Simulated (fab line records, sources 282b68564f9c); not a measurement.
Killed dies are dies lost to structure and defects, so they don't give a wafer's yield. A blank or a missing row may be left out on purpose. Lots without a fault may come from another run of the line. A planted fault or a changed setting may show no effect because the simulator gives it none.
Which tool did it? | flow rit_cmos | 7 lots, 21 wafers sampled, at 3 steps of a route of 202

WHAT THE GAUGES READ, wafer by wafer
RIT_WELLDRIVE_RS_MEAS_02: measures by four-point-probe.
lot  | measured    | on            | PWELL_RS (ohm/sq)
L744 | day 2 09:23 | film_metro-01 | 430.2 430.1 430.6
L746 | day 2 19:41 | film_metro-03 | 428.8 428.5 428.1
L748 | day 3 04:57 | film_metro-04 | 428.9 429.0 429.1
L751 | day 3 20:20 | film_metro-03 | 392.3 391.6 392.1
L759 | day 5 18:23 | film_metro-03 | 430.4 430.5 430.8
L764 | day 6 16:56 | film_metro-04 | 428.4 429.1 428.6
L766 | day 7 04:22 | film_metro-03 | 427.9 428.2 427.8

WHICH TOOL RAN EACH LOT (tool, then ch and the chambers of the sampled wafers, then the start)
lot  | RIT_ACTIVE_STRIP_14                 | RIT_PWELL_IMPLANT_08
L744 | plasma_asher-03 ch 0, day 1 19:58   | implanter-03 ch 0, day 2 03:47
L746 | plasma_asher-04 ch 0,1, day 2 05:58 | implanter-01 ch 0, day 2 13:24
L748 | plasma_asher-04 ch 0,1, day 2 15:50 | implanter-01 ch 0, day 2 23:22
L751 | plasma_asher-02 ch 0,1, day 3 06:58 | implanter-01 ch 0, day 3 14:17
L759 | plasma_asher-02 ch 0,1, day 4 22:58 | implanter-03 ch 0, day 5 11:42
L764 | plasma_asher-03 ch 0,1, day 6 00:20 | implanter-01 ch 0, day 6 09:08
L766 | plasma_asher-04 ch 0,1, day 6 09:54 | implanter-01 ch 0, day 6 20:50
- RIT_ACTIVE_STRIP_14: strips in O2, time 180 s.
- RIT_PWELL_IMPLANT_08

THE ANSWER, worked out from the rows above alone
Rule: what is usual is taken from the lots themselves. Put in order of their means at a reading, lots are off if they are a third of the lots or fewer, leave a main group of 4 or more, and stand apart from it by a gap of 3 or more times the standard deviation of the main group's means; of several such gaps the widest counts. A main group whose means are all the same, to the digits that the tables above print for the reading, isn't used. A lot without any number at a reading at which 4 lots or more have one is off too. The other lots that the step has rows for count as sound.
Off: L751, at RIT_WELLDRIVE_RS_MEAS_02 (PWELL_RS). The main group: mean 429.2 ohm/sq, standard deviation 0.95.
A tool fits if, at a process step before that reading, it ran every lot that is off, and no sound lot after the first of them. The gauges at RIT_WELLDRIVE_RS_MEAS_02 are tried like those tools. None of those tried fits.

WHAT THE SIMULATOR HAD PUT IN
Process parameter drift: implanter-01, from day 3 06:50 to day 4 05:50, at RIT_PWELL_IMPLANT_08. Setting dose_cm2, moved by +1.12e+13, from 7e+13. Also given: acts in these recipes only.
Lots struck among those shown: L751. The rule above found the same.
